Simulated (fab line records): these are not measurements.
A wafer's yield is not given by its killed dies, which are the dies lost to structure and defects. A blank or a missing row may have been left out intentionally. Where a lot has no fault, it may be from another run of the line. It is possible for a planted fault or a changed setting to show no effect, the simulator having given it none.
Which tool was responsible? ; flow rit-cmos ; 13 lots, 39 wafers sampled, at 3 steps of a route of 202

## WHAT THE GAUGES SHOWED, per wafer
RIT_SILICIDE_RS_MEAS_02: a four-point-probe measurement. Usual: SILICIDE_TI_RS 47.6 ohm/sq, standard deviation 0.83.
lot;measured;on;SILICIDE_TI_RS (ohm/sq);flag
L423;day 3 01:20;film-metro-04;45.7 47.0 47.1;
L424;day 3 06:49;film-metro-01;47.8 47.6 47.9;
L425;day 3 13:34;film-metro-03;47.5 48.3 48.6;
L426;day 3 18:47;film-metro-03;48.0 47.7 47.4;
L427;day 4 01:49;film-metro-03;46.5 47.8 46.5;
L428;day 4 04:11;film-metro-03;46.9 46.7 46.5;
L429;day 4 07:08;film-metro-01;47.8 48.8 46.0;
L431;day 4 18:51;film-metro-01;48.4 48.2 48.1;
L432;day 5 00:57;film-metro-04;48.5 49.5 49.9;
L433;day 5 04:23;film-metro-04;48.0 47.6 48.0;
L434;day 5 10:56;film-metro-04;47.3 47.8 47.5;
L435;day 5 17:12;film-metro-03;47.7 48.1 47.2;
L442;day 7 07:58;film-metro-03;47.8 43.9 48.0;

RIT_SILICIDE_THK_MEAS_03: measures by xrf. Usual: SILICIDE_TI_THK 30.9 nm, standard deviation 0.46.
lot;measured;on;SILICIDE_TI_THK (nm);flag
L423;day 3 01:26;film-metro-04;32.1 31.3 31.1;
L424;day 3 06:56;film-metro-01;30.7 30.8 30.7;
L425;day 3 13:41;film-metro-03;31.0 30.6 30.6;
L426;day 3 18:54;film-metro-03;30.6 30.9 31.2;
L427;day 4 01:56;film-metro-03;31.5 30.9 31.6;
L428;day 4 04:17;film-metro-03;31.4 31.3 31.5;
L429;day 4 07:15;film-metro-01;30.6 30.1 31.6;
L431;day 4 18:58;film-metro-01;30.3 30.4 30.6;
L432;day 5 01:04;film-metro-04;30.5 30.2 29.7;
L433;day 5 04:29;film-metro-04;30.7 30.9 30.6;
L434;day 5 11:02;film-metro-04;31.0 30.6 30.9;
L435;day 5 17:18;film-metro-03;30.8 30.6 31.2;
L442;day 7 08:05;film-metro-03;31.0 33.0 30.7;

## WHAT TOOL EACH LOT RAN ON (gives the tool, then ch and the chambers of the sampled wafers, and finally the start)
lot;RIT_SILICIDE_SPUTTER_01
L423;pvd-sputter-02, day 3 01:09
L424;pvd-sputter-02, day 3 06:40
L425;pvd-sputter-03, day 3 13:25
L426;pvd-sputter-02, day 3 18:37
L427;pvd-sputter-03, day 4 01:40
L428;pvd-sputter-01, day 4 04:00
L429;pvd-sputter-02, day 4 06:58
L431;pvd-sputter-03, day 4 18:42
L432;pvd-sputter-02, day 5 00:47
L433;pvd-sputter-03, day 5 04:11
L434;pvd-sputter-03, day 5 10:44
L435;pvd-sputter-01, day 5 17:01
L442;pvd-sputter-01, day 7 07:49
- RIT_SILICIDE_SPUTTER_01: material Ti, target thk 30 nm, time 240 s.

## AS READ BY THE TOOLS THEMSELVES (means over the sampled wafers that have a number; for cases with no such wafer, the mark the record gives instead)
RIT_SILICIDE_SPUTTER_01. Usual: 30.2 % for throttle-valve-pct, sd 1.1.
lot;tool;throttle-valve-pct (%);flag
L423;pvd-sputter-02;29.8;
L424;pvd-sputter-02;29.0;
L425;pvd-sputter-03;29.8;
L426;pvd-sputter-02;29.0;
L427;pvd-sputter-03;30.4;
L428;pvd-sputter-01;31.1;
L429;pvd-sputter-02;29.8;
L431;pvd-sputter-03;30.8;
L432;pvd-sputter-02;29.2;
L433;pvd-sputter-03;29.6;
L434;pvd-sputter-03;29.6;
L435;pvd-sputter-01;29.5;
L442;pvd-sputter-01;30.0;

## THE ANSWER, worked out from the rows above alone
Rule: a lot is off if the mean of its wafers that have a number lies more than 3 standard deviations from the usual mean. A lot without any number at a reading at which 4 lots or more have one is off too. The other lots that the step has rows for count as sound. The gauges are gone through in route order, then the tools' own readings, and for those a lot's mean is taken as printed above. The first step at which some lot is off is used, and at that step the reading that is off furthest; a lot without a number counts as furthest.
No lot is off on any of the readings shown, so nothing can be concluded from this.

## WHAT HAD BEEN PUT IN BY THE SIMULATOR
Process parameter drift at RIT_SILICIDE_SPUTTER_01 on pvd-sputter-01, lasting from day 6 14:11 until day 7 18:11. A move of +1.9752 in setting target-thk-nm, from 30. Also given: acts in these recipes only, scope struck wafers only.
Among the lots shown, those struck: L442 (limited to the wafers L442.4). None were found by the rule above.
